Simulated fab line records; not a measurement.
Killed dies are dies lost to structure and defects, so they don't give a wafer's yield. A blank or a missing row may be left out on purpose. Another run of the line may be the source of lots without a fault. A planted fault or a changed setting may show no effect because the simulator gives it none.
Struck lot and sound lot, side by side | flow berkeley-cmos170 | 15 steps out of a route of 331
Sound: these wafers, L352.2, L352.3, L352.4. Wafers L369.4, L369.5, L369.6 were the ones struck. The cause is given at the end.
Each step with rows lists, per side, the tool, then ch with its chambers, then its first start. Under that, the readings that differ: sound wafers | struck wafers | difference of the means | sigmas: that difference in standard deviations of wafers without a fault.
alike: same words and numbers on both sides, and readings whose means sit less than 2 such deviations apart. not compared: any withheld reading, any reading some wafer has no value for, any bound like >300 that may hide the same value, and any number with overlapping values for which the record gives no deviation.
The two part at a step that has a row with sigmas, a row that says differs or no value, or rows on one side only. Non-overlapping numbers with no deviation appear without sigmas and do not part them. A reading that every wafer of one side lacks parts them only if that side has two wafers or more.

first, 3 steps without rows for these wafers: UCB170_V2_EXPOSE_09 (exposes mask VIA2, target cd 700 nm); UCB170_V2_PEB_10; UCB170_V2_DEVELOP_11 (develop time 45 s).
UCB170_V2_CD_MEAS_12: target cd 700 nm.
  sound on cd-sem-01 at day 8 00:47; struck on cd-sem-01 at day 11 02:37
  reading    | sound             | struck            | difference | sigmas
  cd-nm (nm) | 697.3 697.6 697.1 | 701.6 700.8 699.1 | +3.2       | +2
UCB170_V2_OVL_MEAS_13:
  sound on overlay-02 at day 8 00:53; struck on overlay-01 at day 11 02:41
  alike: V2_OVL
UCB170_V2_ETCH_14: etches SiO2 in CHF3/CF4/Ar, stops on Al, target depth 1250 nm, time 291 s.
  sound on rie-diel-02 ch 0,2, day 8 00:55; struck on rie-diel-01 ch 0,1,3, day 11 02:42
  alike: drypump-motor-current-A, oes-product-au, throttle-valve-pct
  not compared: rf-hours-counter-h
UCB170_V2_STRIP_15: strips in O2.
  sound on plasma-asher-02 ch 0,1, day 8 01:05; struck on plasma-asher-03 ch 0,1, day 11 02:55
  alike: drypump-motor-current-A, oes-product-au, strip-time-to-endpoint-s
  not compared: rf-hours-counter-h
UCB170_V2_CD_MEAS_90: target cd 700 nm.
  sound on cd-sem-02 at day 8 01:13; struck on cd-sem-01 at day 11 03:05
  alike: cd-nm
then, 1 step without rows for these wafers: UCB170_M3_PRE_CLEAN_00 (preclean etch time 60 s).
UCB170_M3_SPUTTER_01: material Al, target thk 900 nm, time 123.8 s.
  sound on pvd-sputter-04 at day 8 01:23; struck on pvd-sputter-03 at day 11 03:13
  alike: cathode-dc-power-W, chamber-pressure-pa, throttle-valve-pct
UCB170_M3_RS_MEAS_02: measurement is done with a four-point probe.
  sound on film-metro-04 at day 8 01:29; struck on film-metro-01 at day 11 03:21
  alike: M3_AL_RS
UCB170_M3_THK_MEAS_03: measures by xrf.
  sound on film-metro-04 at day 8 01:35; struck on film-metro-01 at day 11 03:26
  alike: M3_AL_THK
UCB170_M3_HMDS_04: prime time 60 s.
  sound on litho-track-03 ch 0, day 8 01:40; struck on litho-track-04 ch 0, day 11 03:33
  reading          | sound                | struck               | difference | sigmas
  prime-temp-c (C) | 100.01 100.04 100.32 | 102.58 102.57 102.45 | +2.41      | +20
then, 1 step without rows for these wafers: UCB170_M3_COAT_05 (resist thk 900 nm).
UCB170_M3_PROBE_99:
  rows exist in the record for the sound wafers here (prober-02, day 8 04:08), none for the struck ones

== WHERE THEY PART ==
Earliest at UCB170_V2_CD_MEAS_12; latest, in this record, at UCB170_M3_PROBE_99.

WHY: the cause the simulator had injected
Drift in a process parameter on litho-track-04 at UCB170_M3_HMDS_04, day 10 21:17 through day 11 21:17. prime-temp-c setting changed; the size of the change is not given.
